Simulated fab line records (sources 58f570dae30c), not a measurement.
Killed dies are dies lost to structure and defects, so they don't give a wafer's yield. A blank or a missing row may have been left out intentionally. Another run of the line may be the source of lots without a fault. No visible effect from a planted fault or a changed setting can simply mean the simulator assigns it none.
Which tool was responsible? :: flow berkeleyCmos170 :: 42 wafers from 14 lots sampled at 6 of the route's 331 steps

== WHAT EACH GAUGE READ, for each wafer ==
UCB170_SACOX_THK_MEAS_02. Usual: SACOX_OXIDE_THK gives 14.50 nm (standard deviation 0.28).
lot: L584
measured: day 5 03:41
on: filmMetro-04
SACOX_OXIDE_THK (nm): 14.20 14.08 14.24
flag: 

lot: L585
measured: day 5 03:42
on: filmMetro-02
SACOX_OXIDE_THK (nm): 14.31 14.31 14.43
flag: 

lot: L586
measured: day 5 11:29
on: filmMetro-01
SACOX_OXIDE_THK (nm): 14.47 14.46 14.42
flag: 

lot: L587
measured: day 5 11:29
on: filmMetro-02
SACOX_OXIDE_THK (nm): 14.39 14.61 14.32
flag: 

lot: L589
measured: day 5 18:45
on: filmMetro-04
SACOX_OXIDE_THK (nm): 14.43 14.53 14.82
flag: 

lot: L590
measured: day 5 18:45
on: filmMetro-01
SACOX_OXIDE_THK (nm): 14.67 14.61 14.57
flag: 

lot: L588
measured: day 5 18:46
on: filmMetro-02
SACOX_OXIDE_THK (nm): 14.36 14.17 14.23
flag: 

lot: L593
measured: day 6 10:53
on: filmMetro-04
SACOX_OXIDE_THK (nm): 14.59 14.74 14.63
flag: 

lot: L595
measured: day 6 20:08
on: filmMetro-01
SACOX_OXIDE_THK (nm): 14.62 14.39 14.39
flag: 

lot: L600
measured: day 8 03:08
on: filmMetro-04
SACOX_OXIDE_THK (nm): 14.70 14.67 14.27
flag: 

lot: L601
measured: day 8 11:05
on: filmMetro-01
SACOX_OXIDE_THK (nm): 14.46 14.78 14.57
flag: 

lot: L602
measured: day 8 17:54
on: filmMetro-04
SACOX_OXIDE_THK (nm): 14.53 14.51 14.60
flag: 

lot: L604
measured: day 9 05:41
on: filmMetro-02
SACOX_OXIDE_THK (nm): 14.44 14.69 14.44
flag: 

lot: L606
measured: day 9 11:54
on: filmMetro-04
SACOX_OXIDE_THK (nm): 14.31 14.16 14.40
flag: 

UCB170_NVT_TW_MEAS_09. Usual: NVT_TW gives 523 (standard deviation 4.4).
lot: L584
measured: day 5 11:55
on: filmMetro-02
NVT_TW: 523 526 522
flag: 

lot: L585
measured: day 5 11:42
on: filmMetro-04
NVT_TW: 527 525 529
flag: 

lot: L586
measured: day 5 18:46
on: filmMetro-03
NVT_TW: 519 518 521
flag: 

lot: L587
measured: day 5 18:56
on: filmMetro-04
NVT_TW: 526 524 529
flag: 

lot: L589
measured: day 6 02:28
on: filmMetro-03
NVT_TW: 519 522 523
flag: 

lot: L590
measured: day 6 02:14
on: filmMetro-02
NVT_TW: 524 522 523
flag: 

lot: L588
measured: day 6 02:08
on: filmMetro-04
NVT_TW: 526 527 525
flag: 

lot: L593
measured: day 6 20:24
on: filmMetro-03
NVT_TW: 520 520 519
flag: 

lot: L595
measured: day 7 11:19
on: filmMetro-04
NVT_TW: 532 529 531
flag: 

lot: L600
measured: day 8 14:17
on: filmMetro-03
NVT_TW: 518 518 516
flag: 

lot: L601
measured: day 8 18:28
on: filmMetro-02
NVT_TW: 526 524 523
flag: 

lot: L602
measured: day 9 04:10
on: filmMetro-04
NVT_TW: 526 530 531
flag: 

lot: L604
measured: day 9 15:45
on: filmMetro-03
NVT_TW: 523 521 520
flag: 

lot: L606
measured: day 9 22:07
on: filmMetro-03
NVT_TW: 519 517 517
flag: 

UCB170_PVT_OVL_MEAS_06. Usual: PVT_OVL gives 2 nm (standard deviation 4.9).
lot: L584
measured: day 5 13:37
on: overlay-02
PVT_OVL (nm): 1 1 -9
flag: 

lot: L585
measured: day 5 13:21
on: overlay-01
PVT_OVL (nm): 3 -1 4
flag: 

lot: L586
measured: day 5 21:33
on: overlay-01
PVT_OVL (nm): -3 -2 -5
flag: 

lot: L587
measured: day 5 21:26
on: overlay-02
PVT_OVL (nm): 0 -1 5
flag: 

lot: L589
measured: day 6 05:05
on: overlay-02
PVT_OVL (nm): 5 2 7
flag: 

lot: L590
measured: day 6 05:05
on: overlay-01
PVT_OVL (nm): -4 2 6
flag: 

lot: L588
measured: day 6 04:32
on: overlay-01
PVT_OVL (nm): 2 -1 1
flag: 

lot: L593
measured: day 6 21:49
on: overlay-02
PVT_OVL (nm): 4 3 0
flag: 

lot: L595
measured: day 7 12:44
on: overlay-01
PVT_OVL (nm): 3 -4 3
flag: 

lot: L600
measured: day 8 16:02
on: overlay-02
PVT_OVL (nm): 4 10 -4
flag: 

lot: L601
measured: day 8 19:37
on: overlay-01
PVT_OVL (nm): -7 1 -3
flag: 

lot: L602
measured: day 9 05:23
on: overlay-01
PVT_OVL (nm): 7 0 3
flag: 

lot: L604
measured: day 9 17:15
on: overlay-01
PVT_OVL (nm): 7 10 9
flag: 

lot: L606
measured: day 9 23:20
on: overlay-02
PVT_OVL (nm): 3 3 4
flag: 

UCB170_PLDD_TW_MEAS_11. Usual: PLDD_TW gives 1007 (standard deviation 8.5).
lot: L584
measured: day 6 05:22
on: filmMetro-03
PLDD_TW: 1003 1004 996
flag: 

lot: L585
measured: day 6 05:14
on: filmMetro-03
PLDD_TW: 996 1000 1003
flag: 

lot: L586
measured: day 6 08:50
on: filmMetro-01
PLDD_TW: 1014 1010 1014
flag: 

lot: L587
measured: day 6 08:13
on: filmMetro-03
PLDD_TW: 1000 1004 1002
flag: 

lot: L589
measured: day 6 17:49
on: filmMetro-04
PLDD_TW: 1012 1012 1021
flag: 

lot: L590
measured: day 6 17:53
on: filmMetro-04
PLDD_TW: 1022 1016 1018
flag: 

lot: L588
measured: day 6 17:20
on: filmMetro-01
PLDD_TW: 1012 1009 1017
flag: 

lot: L593
measured: day 7 17:28
on: filmMetro-01
PLDD_TW: 1007 1005 1004
flag: 

lot: L595
measured: day 8 05:03
on: filmMetro-03
PLDD_TW: 941 938 941
flag: OFF

lot: L600
measured: day 9 07:58
on: filmMetro-03
PLDD_TW: 948 944 944
flag: OFF

lot: L601
measured: day 9 12:47
on: filmMetro-01
PLDD_TW: 1011 1007 1001
flag: 

lot: L602
measured: day 9 20:49
on: filmMetro-04
PLDD_TW: 1018 1014 1013
flag: 

lot: L604
measured: day 10 07:44
on: filmMetro-01
PLDD_TW: 1016 1011 1015
flag: 

lot: L606
measured: day 10 12:20
on: filmMetro-03
PLDD_TW: 993 996 997
flag: 

UCB170_SDANNEAL_RS_MEAS_04: the measuring method here is four-point-probe. Usual: PLDD_RS gives 1030.0 ohm/sq (standard deviation 2.4).
lot: L584
measured: day 6 18:17
on: filmMetro-04
PLDD_RS (ohm/sq): 1026.5 1031.1 1028.9
flag: 

lot: L585
measured: day 6 17:54
on: filmMetro-01
PLDD_RS (ohm/sq): 1031.3 1031.6 1029.4
flag: 

lot: L586
measured: day 6 20:27
on: filmMetro-01
PLDD_RS (ohm/sq): 1031.2 1031.4 1027.5
flag: 

lot: L587
measured: day 6 21:13
on: filmMetro-04
PLDD_RS (ohm/sq): 1028.9 1026.2 1028.2
flag: 

lot: L589
measured: day 7 07:52
on: filmMetro-03
PLDD_RS (ohm/sq): 1031.4 1031.2 1031.9
flag: 

lot: L590
measured: day 7 08:23
on: filmMetro-04
PLDD_RS (ohm/sq): 1031.9 1027.2 1030.0
flag: 

lot: L588
measured: day 7 08:11
on: filmMetro-01
PLDD_RS (ohm/sq): 1029.9 1029.6 1026.4
flag: 

lot: L593
measured: day 8 05:36
on: filmMetro-03
PLDD_RS (ohm/sq): 1028.7 1028.7 1032.0
flag: 

lot: L595
measured: day 8 15:28
on: filmMetro-03
PLDD_RS (ohm/sq): 1183.3 1186.3 1189.3
flag: OFF

lot: L600
measured: day 9 19:35
on: filmMetro-04
PLDD_RS (ohm/sq): 1194.7 1191.8 1193.6
flag: OFF

lot: L601
measured: day 9 22:57
on: filmMetro-01
PLDD_RS (ohm/sq): 1031.2 1030.9 1031.6
flag: 

lot: L602
measured: day 10 08:41
on: filmMetro-04
PLDD_RS (ohm/sq): 1035.6 1037.2 1037.0
flag: 

lot: L604
measured: day 10 19:29
on: filmMetro-01
PLDD_RS (ohm/sq): 1026.3 1026.4 1026.4
flag: 

lot: L606
measured: day 10 23:24
on: filmMetro-01
PLDD_RS (ohm/sq): 1029.6 1029.2 1030.2
flag: 

== TOOL THAT RAN EACH LOT (tool first, then ch and the chambers of the sampled wafers, then the start) ==
lot: L584
UCB170_PLDD_IMPLANT_08: implanter-04 ch 0, day 6 04:58

lot: L585
UCB170_PLDD_IMPLANT_08: implanter-03 ch 0, day 6 04:44

lot: L586
UCB170_PLDD_IMPLANT_08: implanter-01 ch 0, day 6 08:08

lot: L587
UCB170_PLDD_IMPLANT_08: implanter-04 ch 0, day 6 07:49

lot: L589
UCB170_PLDD_IMPLANT_08: implanter-03 ch 0, day 6 17:25

lot: L590
UCB170_PLDD_IMPLANT_08: implanter-01 ch 0, day 6 17:08

lot: L588
UCB170_PLDD_IMPLANT_08: implanter-03 ch 0, day 6 16:57

lot: L593
UCB170_PLDD_IMPLANT_08: implanter-04 ch 0, day 7 17:05

lot: L595
UCB170_PLDD_IMPLANT_08: implanter-01 ch 0, day 8 04:39

lot: L600
UCB170_PLDD_IMPLANT_08: implanter-01 ch 0, day 9 07:35

lot: L601
UCB170_PLDD_IMPLANT_08: implanter-03 ch 0, day 9 12:23

lot: L602
UCB170_PLDD_IMPLANT_08: implanter-03 ch 0, day 9 20:26

lot: L604
UCB170_PLDD_IMPLANT_08: implanter-03 ch 0, day 10 07:19

lot: L606
UCB170_PLDD_IMPLANT_08: implanter-03 ch 0, day 10 11:56
- UCB170_PLDD_IMPLANT_08

== AS READ BY THE TOOLS THEMSELVES (means over the sampled wafers that have a number; for cases with no such wafer, the mark the record gives instead) ==
UCB170_PLDD_IMPLANT_08. Usual: doseIonsCm2 5e+13, standard deviation 5.1e+10; endStationPressureTorr 5.15e-06 Torr, standard deviation 2.8e-07; faradayCurrentUA 159, standard deviation 3.2.
lot: L584
tool: implanter-04
doseIonsCm2: 5e+13
endStationPressureTorr (Torr): 5.36e-06
faradayCurrentUA: 159
flag: 

lot: L585
tool: implanter-03
doseIonsCm2: 5e+13
endStationPressureTorr (Torr): 5.16e-06
faradayCurrentUA: 159
flag: 

lot: L586
tool: implanter-01
doseIonsCm2: 5e+13
endStationPressureTorr (Torr): 5.24e-06
faradayCurrentUA: 156
flag: 

lot: L587
tool: implanter-04
doseIonsCm2: 5e+13
endStationPressureTorr (Torr): 5.35e-06
faradayCurrentUA: 160
flag: 

lot: L589
tool: implanter-03
doseIonsCm2: 5e+13
endStationPressureTorr (Torr): 4.73e-06
faradayCurrentUA: 157
flag: 

lot: L590
tool: implanter-01
doseIonsCm2: 5e+13
endStationPressureTorr (Torr): 4.83e-06
faradayCurrentUA: 157
flag: 

lot: L588
tool: implanter-03
doseIonsCm2: 5e+13
endStationPressureTorr (Torr): 5.24e-06
faradayCurrentUA: 157
flag: 

lot: L593
tool: implanter-04
doseIonsCm2: 5e+13
endStationPressureTorr (Torr): 5.18e-06
faradayCurrentUA: 160
flag: 

lot: L595
tool: implanter-01
doseIonsCm2: 3e+13
endStationPressureTorr (Torr): 5.21e-06
faradayCurrentUA: 106
flag: OFF

lot: L600
tool: implanter-01
doseIonsCm2: 3e+13
endStationPressureTorr (Torr): 4.96e-06
faradayCurrentUA: 106
flag: OFF

lot: L601
tool: implanter-03
doseIonsCm2: 5e+13
endStationPressureTorr (Torr): 5.02e-06
faradayCurrentUA: 162
flag: 

lot: L602
tool: implanter-03
doseIonsCm2: 5e+13
endStationPressureTorr (Torr): 4.86e-06
faradayCurrentUA: 159
flag: 

lot: L604
tool: implanter-03
doseIonsCm2: 5e+13
endStationPressureTorr (Torr): 5.18e-06
faradayCurrentUA: 157
flag: 

lot: L606
tool: implanter-03
doseIonsCm2: 5e+13
endStationPressureTorr (Torr): 4.89e-06
faradayCurrentUA: 161
flag: 

== THE ANSWER, worked out from the rows above alone ==
Rule: lot off if the mean of its wafers having a number is beyond 3 standard deviations from the usual mean. A lot without any number at a reading at which 4 lots or more have one is off too. Where the step has rows for the other lots, those lots are counted as sound. After the gauges, taken in route order, come the tools' own readings; for these a lot's mean is taken, as printed above. The first step at which some lot is off is used, and at that step the reading that is off furthest; a lot without a number counts as furthest.
Off: L595, L600, at UCB170_PLDD_TW_MEAS_11 (PLDD_TW).
If a tool, at a process step before that reading, ran all the lots that are off and no sound lot after the first of them, it fits. Not tried: the gauges at UCB170_PLDD_TW_MEAS_11; whatever is off there is also off at UCB170_PLDD_IMPLANT_08, on other tools, and gauge error can't account for it. One candidate fits, namely implanter-01 at UCB170_PLDD_IMPLANT_08. Its last sound lot is L590 (day 6 17:08), its first lot that is off L595 (day 8 04:39): a fault that began between those two fits.
The tool's own readings at UCB170_PLDD_IMPLANT_08 bear it out: on the lots that are off they differ by more than 5 times the standard deviation of the sound lots' means. doseIonsCm2 reads 3e+13 there against 5e+13 on the sound lots; faradayCurrentUA reads 106 there against 159 on the sound lots.

== WHAT THE SIMULATOR HAD INSERTED ==
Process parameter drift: implanter-01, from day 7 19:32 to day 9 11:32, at UCB170_PLDD_IMPLANT_08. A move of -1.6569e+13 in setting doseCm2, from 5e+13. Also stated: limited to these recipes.
Lots struck among those shown: L595, L600. The rule above reached the same finding.
